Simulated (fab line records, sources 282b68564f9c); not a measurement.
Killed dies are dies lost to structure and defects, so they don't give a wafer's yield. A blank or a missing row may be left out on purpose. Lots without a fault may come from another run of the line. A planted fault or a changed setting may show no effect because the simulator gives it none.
A struck lot beside a sound one | flow rit_cmos | 20 steps out of a route of 202
Sound: wafers L744.3, L744.5, L744.6. Struck: wafers L762.2, L762.3, L762.5. The cause comes at the end.
At each step with rows: each side's tool, then ch and its chambers, then its first start. Under that, the readings that differ: sound wafers | struck wafers | difference of the means | sigmas: that difference in standard deviations of wafers without a fault.
alike: readings whose means differ by less than 2 such deviations, and words and numbers that are the same on both sides. not compared: withheld readings, readings that some wafer has no value for, bounds like >300 that may hide the same value, and numbers for which the record gives no deviation and whose values overlap.
The two part at a step that has a row with sigmas, a row that says differs or no value, or rows on one side only. Numbers that don't overlap but have no deviation are shown without sigmas and don't part them. A reading that every wafer of one side lacks parts them only if that side has two wafers or more.

first, 2 steps without rows for these wafers: RIT_NWELL_HARDBAKE_07 (time 120 s); RIT_NWELL_IMPLANT_08.
RIT_NWELL_STRIP_09: strips in O2, time 180 s.
  sound on plasma_asher-01 ch 0,1, day 1 22:58; struck on plasma_asher-01 ch 0,1, day 5 21:53
  alike: drypump_motor_current_A
  not compared: rf_hours_counter_h
RIT_NWELL_TW_MEAS_10:
  sound on film_metro-04, day 1 23:06; struck on film_metro-02, day 5 22:04
  alike: NWELL_TW
then, 6 steps without rows for these wafers: RIT_PWELL_HMDS_00 (prime time 60 s); RIT_PWELL_COAT_01 (resist thk 1300 nm); RIT_PWELL_SOFTBAKE_02 (time 60 s); RIT_PWELL_EXPOSE_03 (exposes mask M3, target cd 43700 nm); RIT_PWELL_PEB_04; RIT_PWELL_DEVELOP_05 (develop time 68 s).
RIT_PWELL_OVL_MEAS_06:
  sound on overlay-02, day 2 00:02; struck on overlay-01, day 5 23:00
  alike: PWELL_OVL
then, 1 step without rows for these wafers: RIT_PWELL_HARDBAKE_07 (time 120 s).
RIT_PWELL_IMPLANT_08:
  sound on implanter-01 ch 0, day 2 00:21; struck on implanter-04 ch 0, day 5 23:18
  reading            | sound                     | struck                        | difference | sigmas
  dose_ions_cm2      | 6.989e+13 6.997e+13 7e+13 | 7.709e+13 7.722e+13 7.705e+13 | +7.167e+12 | +98
  faraday_current_uA | 225 222 224               | 251 252 252                   | +28        | +6
  alike: end_station_pressure_torr
RIT_PWELL_STRIP_09: strips in O2, time 180 s.
  sound on plasma_asher-02 ch 0,1, day 2 00:31; struck on plasma_asher-03 ch 0, day 5 23:26
  alike: drypump_motor_current_A
  not compared: rf_hours_counter_h
RIT_PWELL_TW_MEAS_10:
  sound on film_metro-02, day 2 00:39; struck on film_metro-02, day 5 23:37
  alike: PWELL_TW
then, 1 step without rows for these wafers: RIT_WELLDRIVE_ANNEAL_00 (time 14700 s).
RIT_WELLDRIVE_RS_MEAS_01: measures by four-point-probe.
  sound on film_metro-04, day 2 05:52; struck on film_metro-04, day 6 09:16
  alike: NWELL_RS
RIT_WELLDRIVE_RS_MEAS_02: measures by four-point-probe.
  sound on film_metro-04, day 2 05:59; struck on film_metro-04, day 6 09:23
  reading           | sound             | struck            | difference | sigmas
  PWELL_RS (ohm/sq) | 430.4 430.5 429.1 | 405.3 405.1 405.1 | -24.8      | -21
then, 1 step without rows for these wafers: RIT_NRETRO_HMDS_00 (prime time 60 s).
-- the record jumps here: 2 days lie between the struck wafers' starts before and after (it left off in module NRETRO and takes up again in module M1, whose first step shown is number 202 of the route) --
RIT_M1_PROBE_99:
  sound on prober-01, day 3 11:58; struck on prober-02, day 8 12:26
  reading                                 | sound             | struck            | difference | sigmas
  killed_at_front_end                     | 12 14 13          | 7 5 7             | -7         | -2
  killed_dies                             | 12 14 13          | 7 5 7             | -7         | -2
  killed_short                            | 4 7 9             | 2 2 1             | -5         | -3
  model.etest.nmos_0p3.r_on_ohm_um        | 2139 2187 2125    | 2198 2199 2219    | +55        |
  model.etest.pwell_pinched.rs_ohm_sq     | 457.2 462.8 450.3 | 417.2 416.6 427.4 | -36.4      |
  model.etest.pwell.rs_ohm_sq             | 405 407.8 404.7   | 383.1 387.1 385.6 | -20.6      |
  model.etest.nmos_0p15.drive_ua_um       | 503.6 479.9 494.1 | 441.2 449.6 446.9 | -46.6      |
  model.etest.nmos_narrow.drive_ua_um     | 231.3 224.8 228.4 | 218.2 217.4 217.9 | -10.3      |
  model.etest.nmos_0p3.drive_ua_um        | 233.2 226.7 229.9 | 217.8 217.1 219.7 | -11.7      |
  model.etest.well_edge_left.line_ohm_um  | 184.6 184.1 183.1 | 190 187.5 186.4   | +4         |
  model.etest.well_edge_right.line_ohm_um | 182.8 184.5 182.7 | 186.8 187.9 185.2 | +3.3       |
  alike: killed_at_M0_to_M3, killed_at_contacts, killed_open

WHERE THEY PART
First at RIT_PWELL_IMPLANT_08; last, within this record, at RIT_M1_PROBE_99.

WHY: what the simulator had put in
Process parameter drift: implanter-04, from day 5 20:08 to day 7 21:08, at RIT_PWELL_IMPLANT_08. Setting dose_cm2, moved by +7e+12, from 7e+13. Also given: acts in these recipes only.
